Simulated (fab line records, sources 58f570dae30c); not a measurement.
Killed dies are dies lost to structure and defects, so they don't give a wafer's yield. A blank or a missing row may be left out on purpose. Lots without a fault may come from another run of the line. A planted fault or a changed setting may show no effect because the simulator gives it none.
Which tool did it? | flow berkeley_cmos170 | 7 lots, 21 wafers sampled, at 1 step of a route of 331

WHAT THE GAUGES READ, wafer by wafer
UCB170_SILICIDE_THK_MEAS_03: measures by xrf.
lot  | measured     | on            | SILICIDE_TI_THK (nm)
L719 | day 8 17:38  | film_metro-01 | 30.4 30.4 30.1
L718 | day 8 18:10  | film_metro-03 | 30.9 30.6 30.2
L722 | day 9 11:50  | film_metro-01 | 30.6 30.7 30.4
L726 | day 10 08:27 | film_metro-04 | 29.7 30.1 30.2
L728 | day 10 08:54 | film_metro-04 | 30.6 30.4 30.2
L735 | day 11 18:03 | film_metro-04 | 30.6 30.4 30.8
L738 | day 12 07:59 | film_metro-04 | 30.2 30.1 30.0

WHICH TOOL RAN EACH LOT (tool, then ch and the chambers of the sampled wafers, then the start)
The record holds no process step before these readings.

THE ANSWER, worked out from the rows above alone
Rule: what is usual is taken from the lots themselves. Put in order of their means at a reading, lots are off if they are a third of the lots or fewer, leave a main group of 4 or more, and stand apart from it by a gap of 3 or more times the standard deviation of the main group's means; of several such gaps the widest counts. A main group whose means are all the same, to the digits that the tables above print for the reading, isn't used. A lot without any number at a reading at which 4 lots or more have one is off too. The other lots that the step has rows for count as sound.
No lot is off at any reading shown: from this, nothing can be told.

WHAT THE SIMULATOR HAD PUT IN
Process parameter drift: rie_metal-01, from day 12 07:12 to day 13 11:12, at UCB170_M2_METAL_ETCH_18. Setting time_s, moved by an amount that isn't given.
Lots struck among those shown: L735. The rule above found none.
